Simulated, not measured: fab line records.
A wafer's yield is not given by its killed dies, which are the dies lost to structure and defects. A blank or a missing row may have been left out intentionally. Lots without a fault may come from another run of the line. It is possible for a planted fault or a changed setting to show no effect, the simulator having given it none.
The same fault as seen by 2 desks | flow berkeley cmos170 | numbers are kept per desk, each desk with only its own; the story behind them comes last

== FOR THE TOOL OWNER'S DESK: litho track-02 ==
At UCB170_PSD_SOFTBAKE_02 (time 60 s), the tool's own readings, given per lot that ran on this tool as the mean of the sampled wafers with a number. Marked OUT: a lot whose mean sits more than 4 standard deviations from the usual mean, which makes it out of limits; the brackets give that distance.
Columns: A = heater power total W at UCB170_PSD_SOFTBAKE_02, usual 56.79 W; B = plate temp C at UCB170_PSD_SOFTBAKE_02, usual 130.02 C
lot  | first seen here | A               | B
L982 | day 7 02:33     | 56.81           | 129.99
L989 | day 9 02:16     | 56.80           | 130.03
L993 | day 9 02:43     | 56.81           | 130.04
L995 | day 9 16:06     | 58.05 (+29) OUT | 132.04 (+14) OUT
L998 | day 9 16:35     | 58.06 (+30) OUT | 132.14 (+15) OUT
This desk's verdict: out of limits on L995, L998, starting with L995 at day 9 16:06 (heater power total W at UCB170_PSD_SOFTBAKE_02). L982, L989, L993: within limits.

== METROLOGY DESK ==
What the gauges read, lot by lot, whatever tool the lot ran on: means of the sampled wafers that have a number. Marked OUT: a lot whose mean sits more than 4 standard deviations from the usual mean, which makes it out of limits; the brackets give that distance.
Columns: A = NWELL_OXIDE_THK at UCB170_NWELL_THK_MEAS_02, usual 26.4 nm; B = PFIELD_OVL at UCB170_PFIELD_OVL_MEAS_06, usual 1 nm; C = cd nm at UCB170_PSD_CD_MEAS_06, usual 1199.9 nm
lot  | first seen here | A    | B   | C
L980 | day 2 01:41     | 26.3 | 6   | 1200.5
L981 | day 2 06:12     | 25.9 | 3   | 1200.7
L982 | day 2 11:54     | 25.9 | 2   | 1200.6
L985 | day 3 07:34     | 26.7 | 12  | 1199.1
L987 | day 3 16:46     | 26.7 | -2  | 1199.9
L988 | day 4 02:47     | 26.1 | -5  | 1199.2
L989 | day 4 02:47     | 26.4 | 8   | 1198.1
L993 | day 4 16:19     | 26.6 | -10 | 1200.0
L991 | day 4 16:19     | 27.2 | 6   | 1199.8
L995 | day 5 04:10     | 26.6 | -1  | 1206.7 (+5.6) OUT
L998 | day 5 19:42     | 26.8 | 8   | 1207.2 (+6.1) OUT
L101 | day 6 08:14     | 26.8 | -5  | 1199.2
L102 | day 6 13:34     | 25.6 | 7   | 1198.4
L103 | day 6 16:26     | 25.9 | 1   | 1201.7
This desk's verdict: out of limits on L995, L998, starting with L995 at day 9 17:26 (cd nm at UCB170_PSD_CD_MEAS_06). L980, L981, L982, L985, L987, L988, L989, L993, L991, L101, L102, L103: within limits.

== BROUGHT TOGETHER ==
An alarm could have come from the tool owner's desk at day 9 16:06, on L995, L998.
On L995, L998, the metrology desk was in a position to raise an alarm at day 9 17:26.
UCB170_PSD_SOFTBAKE_02 was run on litho track-02 by each of the lots named.

== WHAT THE SIMULATOR HAD PUT IN ==
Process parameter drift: litho track-02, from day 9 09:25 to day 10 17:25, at UCB170_PSD_SOFTBAKE_02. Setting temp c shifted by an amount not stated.
Lots struck among those shown: L995, L998.
Time in hours from fault onset to the first out-of-limits reading at each desk: tool owner's desk 7, metrology desk 8.
